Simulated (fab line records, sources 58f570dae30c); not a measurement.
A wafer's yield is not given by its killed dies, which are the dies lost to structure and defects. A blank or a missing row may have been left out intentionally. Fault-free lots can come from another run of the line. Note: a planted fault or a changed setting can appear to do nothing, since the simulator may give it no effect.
Split-lot experiment ; flow berkeley_cmos170 ; 23 wafers read from 5 lots, route of 331 steps

## ON THE SPLIT
At UCB170_NSD_STRIP_09 (strips in O2), the setting power_w was moved away from the recipe's 400 W on 9 of the 23 wafers read, by -10.8% to +8.7%. The other wafers ran this setting at the recipe's value.

The reading is taken at the split's own step.

## THE READING
oes_product_au, in a.u., at UCB170_NSD_STRIP_09 (strips in O2). A value of 0.533 a.u. with a standard deviation of 0.0044 a.u. is what fault-free wafers of this fab line usually give.

wafer;tool, chamber at the split;power_w as run, W;against the recipe;oes_product_au, a.u.;against lot-mates on the recipe
L074.1;plasma_asher-01, 1;356.6;-10.8%;0.507;-0.024
L074.2;plasma_asher-01, 0;400;recipe;0.528;-
L074.4;plasma_asher-01, 1;356.6;-10.8%;0.507;-0.024
L074.5;plasma_asher-01, 0;400;recipe;0.534;-
L074.6;plasma_asher-01, 1;356.6;-10.8%;0.507;-0.024
L076.1;plasma_asher-02, 1;400;recipe;0.535;-
L076.2;plasma_asher-02, 0;434.7;+8.7%;0.548;+0.011
L076.3;plasma_asher-02, 0;400;recipe;0.539;-
L076.4;plasma_asher-02, 1;434.7;+8.7%;0.556;+0.019
L076.6;plasma_asher-02, 0;434.7;+8.7%;0.546;+0.009
L079.2;plasma_asher-03, 1;368.2;-8.0%;0.518;-0.012
L079.3;plasma_asher-03, 1;368.2;-8.0%;0.511;-0.019
L079.4;plasma_asher-03, 0;368.2;-8.0%;0.520;-0.010
L079.5;plasma_asher-03, 0;400;recipe;0.529;-
L079.6;plasma_asher-03, 1;400;recipe;0.530;-
L077.1;plasma_asher-02, 0;400;recipe;0.529;-
L077.2;plasma_asher-02, 1;400;recipe;0.534;-
L077.3;plasma_asher-02, 0;400;recipe;0.531;-
L077.4;plasma_asher-02, 1;400;recipe;0.538;-
L077.6;plasma_asher-02, 0;400;recipe;0.532;-
L081.1;plasma_asher-01, 0;400;recipe;0.534;-
L081.2;plasma_asher-01, 1;400;recipe;0.529;-
L081.6;plasma_asher-01, 1;400;recipe;0.542;-

THE FIT
A straight line over all 23 wafers: oes_product_au changes by +0.00218 a.u. for each +1% of power_w; r = +0.95; the points scatter about the line by 0.0042 a.u.
The same after taking each lot's own level away (the mean of its wafers on the recipe; 23 wafers): +0.00184 a.u. for each +1%; r = +0.94; scatter 0.004 a.u.
According to that fit, moving power_w by its largest amount changes the reading by 0.02 a.u.
Measured against the standard deviation above, the lots' own levels, which go from 0.5295 to 0.5370 a.u., span 1.7 times it.
Thus the slope moves with the lot-to-lot level: the two fits are different.
Check: for one of the wafers moved furthest among these (-10.8%), held out of the fit, the line's prediction against its lot-mates is -0.02 a.u. Against them it came out at -0.024 a.u.
Tool readings at the split's step, against how far the setting was moved: oes_product_au r = +0.95; strip_time_to_endpoint_s r = -1.00.

## ADDITIONAL SPLITS CARRIED BY THESE WAFERS
Other splits were also applied to these wafers ahead of the reading. Each is held against what the fit with the lots' levels taken away leaves over:
other split on the same wafers;wafers away from the commonest value;r with oes_product_au (lot level and that fit taken away)
UCB170_PSD_IMPLANT_08 dose_cm2;7;-0.15

## THE WHOLE CHAIN: every reading that the file lists as answering this split, in the file's order
step;what it does;reading;change (the file's fit);r (the file's)
UCB170_NSD_STRIP_09;strips in O2;oes_product_au;+0.00184 a.u. for each +1% of the setting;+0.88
UCB170_NSD_STRIP_09;strips in O2;strip_time_to_endpoint_s;withheld for each +1% of the setting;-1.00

## THE FILE'S OWN FIT
oes_product_au changes by +0.00184 a.u. for each +1% of power_w, r = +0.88.
